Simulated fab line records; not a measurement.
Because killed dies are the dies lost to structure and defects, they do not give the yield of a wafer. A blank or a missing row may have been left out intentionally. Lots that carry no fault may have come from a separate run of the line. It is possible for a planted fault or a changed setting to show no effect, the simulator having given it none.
Split-lot experiment    flow berkeleyCmos170    on a route of 331 steps: 5 lots, 23 wafers read

== THE SPLIT ITSELF ==
At UCB170_SDANNEAL_RTA_01 (time 5 s), the setting timeS was moved away from the recipe's 5 s on 9 of the 23 wafers read, by +5.3% to +12.9%. This setting was run at the recipe's value on the other wafers.

The file shows no step between the split and the reading.

== THE READING ==
PSD_RS (ohm/sq), read at UCB170_SDANNEAL_RS_MEAS_02 with a four-point probe. On this fab line, fault-free wafers typically give 75.56 ohm/sq with a standard deviation of 0.29 ohm/sq.

wafer   tool, chamber at the split  timeS as run, s  against the recipe  PSD_RS, ohm/sq  against lot-mates on the recipe
L074.2  rtpAnneal-01, 0             5                recipe              75.79           -
L074.4  rtpAnneal-01, 0             5                recipe              75.77           -
L074.5  rtpAnneal-01, 0             5                recipe              75.37           -
L077.1  rtpAnneal-01, 0             5.267            +5.3%               74.39           -1.01
L077.2  rtpAnneal-01, 0             5                recipe              75.51           -
L077.3  rtpAnneal-01, 0             5                recipe              75.46           -
L077.5  rtpAnneal-01, 0             5                recipe              75.24           -
L077.6  rtpAnneal-01, 0             5.267            +5.3%               74.32           -1.08
L084.1  rtpAnneal-01, 0             5                recipe              75.61           -
L084.2  rtpAnneal-01, 0             5                recipe              75.66           -
L084.4  rtpAnneal-01, 0             5.646            +12.9%              74.17           -1.35
L084.5  rtpAnneal-01, 0             5.646            +12.9%              73.37           -2.15
L084.6  rtpAnneal-01, 0             5                recipe              75.30           -
L081.1  rtpAnneal-01, 0             5                recipe              74.80           -
L081.2  rtpAnneal-01, 0             5.459            +9.2%               73.73           -1.33
L081.4  rtpAnneal-01, 0             5                recipe              75.31           -
L081.5  rtpAnneal-01, 0             5.459            +9.2%               73.65           -1.41
L081.6  rtpAnneal-01, 0             5.459            +9.2%               73.79           -1.27
L085.1  rtpAnneal-01, 0             5.354            +7.1%               74.70           -1.03
L085.2  rtpAnneal-01, 0             5.354            +7.1%               74.39           -1.34
L085.4  rtpAnneal-01, 0             5                recipe              75.84           -
L085.5  rtpAnneal-01, 0             5                recipe              75.59           -
L085.6  rtpAnneal-01, 0             5                recipe              75.76           -

FIT RESULTS
A straight line over all 23 wafers: PSD_RS changes by -0.157 ohm/sq for each +1% of timeS; r = -0.92; the points scatter about the line by 0.32 ohm/sq.
The same after taking each lot's own level away (the mean of its wafers on the recipe; 23 wafers): -0.145 ohm/sq for each +1%; r = -0.95; scatter 0.22 ohm/sq.
The reading moves by 1.9 ohm/sq for the largest change in timeS, on that fit.
From 75.055 to 75.730 ohm/sq: that is the span of the lots' own levels, equal to 2.3 times the standard deviation above.
Hence the lot-to-lot level has little effect on the slope; both slopes agree.
Check: -2.07 ohm/sq against its lot-mates is what the line predicts for one of the wafers moved furthest among these (+12.9%) when that wafer is left out of the fit. Against them it came out at -1.35 ohm/sq.

== THE OTHER SPLITS THESE WAFERS WENT THROUGH ==
Other splits were also applied to these wafers ahead of the reading. Each is held against what the fit with the lots' levels taken away leaves over:
other split on the same wafers   wafers away from the commonest value  r with PSD_RS (lot level and that fit taken away)
UCB170_PSD_EXPOSE_03 doseMj      7                                     -0.07
UCB170_NSD_PEB_04 pebTempC       7                                     +0.17
UCB170_NSD_IMPLANT_08 energyKev  11                                    +0.15

== THE WHOLE CHAIN: every reading that the file lists as answering this split, in the file's order ==
step                        what it does                  reading  change (the file's fit)                                                               r (the file's)
UCB170_SDANNEAL_RS_MEAS_02  measures by four-point-probe  PSD_RS   -0.148 for each +1% of the setting                                                    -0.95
UCB170_SDANNEAL_RS_MEAS_03  measures by four-point-probe  NSD_RS   -0.0268 for each +1% of the setting, in a fit together with energyKev@NSD_IMPLANT_08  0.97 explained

== FILE'S OWN FIT ==
PSD_RS changes by -0.148 ohm/sq for each +1% of timeS, r = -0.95.
